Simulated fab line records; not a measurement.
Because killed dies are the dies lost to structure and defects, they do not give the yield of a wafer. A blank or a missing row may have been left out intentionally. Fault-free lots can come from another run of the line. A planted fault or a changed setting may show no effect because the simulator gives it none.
One fault seen from 2 desks	flow rit_cmos	numbers are kept per desk, each desk with only its own; the story behind them comes last

## THE METROLOGY DESK
Lot by lot, what the gauges showed, no matter which tool ran the lot: averages of those sampled wafers that carry a number. If a lot's mean is further than 4 standard deviations from the usual mean, the lot is out of limits and carries the mark OUT (the distance appears in the brackets).
Columns: A = NWELL_TW at RIT_NWELL_TW_MEAS_10, usual 2141; B = NWELL_RS at RIT_WELLDRIVE_RS_MEAS_01, usual 275.7 ohm/sq; C = PRETRO_OVL at RIT_PRETRO_OVL_MEAS_06, usual 0.4 nm; D = NSD_OVL at RIT_NSD_OVL_MEAS_06, usual 0.8 nm; E = CONTACT_OVL at RIT_CONTACT_OVL_MEAS_09, usual -0.1 nm
lot	first seen here	A	B	C	D	E
L865	day 2 00:55	2146	276.2	2.6	-1.0	-1.0
L866	day 2 09:17	2156	275.7	-0.2	-2.7	-0.4
L867	day 2 10:59	2140	276.7	-1.0	0.4	1.6
L868	day 2 16:10	2133	275.3	1.3	1.4	0.7
L869	day 2 22:40	2139	275.2	0.4	0.4	-1.7
L875	day 4 01:49	2163	275.1	2.9	1.8	-1.3
L876	day 4 08:05	2347 (+11) OUT	235.2 (-51) OUT	-	-	-
L877	day 4 14:48	2311 (+9.4) OUT	236.2 (-49) OUT	-	-	-
L879	day 5 01:02	2114	275.5	-1.7	2.2	1.1
L880	day 5 06:10	2140	275.0	-0.4	1.6	0.7
L883	day 5 23:26	2118	275.7	-1.9	2.3	0.4
L884	day 6 03:14	2143	276.5	-0.8	0.0	0.9
L887	day 6 17:07	2136	274.9	1.2	2.8	-0.5
L888	day 6 20:51	2145	275.5	1.7	2.7	0.6
Per this desk, out of limits: L876, L877; the first was L876, day 4 08:05 (NWELL_TW at RIT_NWELL_TW_MEAS_10). In limits: L865, L866, L867, L868, L869, L875, L879, L880, L883, L884, L887, L888.

## TOOL OWNER'S DESK, implanter-04
The tool's own readings at RIT_NWELL_IMPLANT_08, given as means over the sampled wafers that have a number, one for each lot that went through this tool. If a lot's mean is further than 4 standard deviations from the usual mean, the lot is out of limits and carries the mark OUT (the distance appears in the brackets).
Columns: A = beam_on_s at RIT_NWELL_IMPLANT_08, usual 10.03 s; B = dose_ions_cm2 at RIT_NWELL_IMPLANT_08, usual 5e+13; C = faraday_current_uA at RIT_NWELL_IMPLANT_08, usual 158
lot	first seen here	A	B	C
L865	day 2 00:36	10.05	5e+13	158
L866	day 2 08:58	9.86	5e+13	161
L868	day 2 15:51	10.08	5e+13	157
L869	day 2 22:20	10.00	5e+13	158
L876	day 4 07:46	10.19	7e+13 (+99 or more) OUT	202 (+14) OUT
L877	day 4 14:29	9.99	7e+13 (+99 or more) OUT	206 (+16) OUT
Finding of this desk: L876, L877 out of limits; the first was L876 at day 4 07:46, on dose_ions_cm2 at RIT_NWELL_IMPLANT_08. In limits: L865, L866, L868, L869.

## PUT TOGETHER
The tool owner's desk could have raised an alarm at day 4 07:46, on L876, L877.
At day 4 08:05 the metrology desk could have sounded an alarm, on L876, L877.
Of the lots named, all ran RIT_NWELL_IMPLANT_08 on implanter-04.

## WHAT THE SIMULATOR HAD INSERTED
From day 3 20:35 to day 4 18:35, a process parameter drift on implanter-04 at RIT_NWELL_IMPLANT_08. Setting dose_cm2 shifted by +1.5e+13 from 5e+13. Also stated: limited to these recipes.
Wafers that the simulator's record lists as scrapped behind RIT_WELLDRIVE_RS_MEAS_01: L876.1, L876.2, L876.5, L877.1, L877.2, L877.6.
Shown lots that were struck: L876, L877.
Counting hours from when the fault started, the first reading out of limits came at 11 for the tool owner's desk and at 12 for the metrology desk.
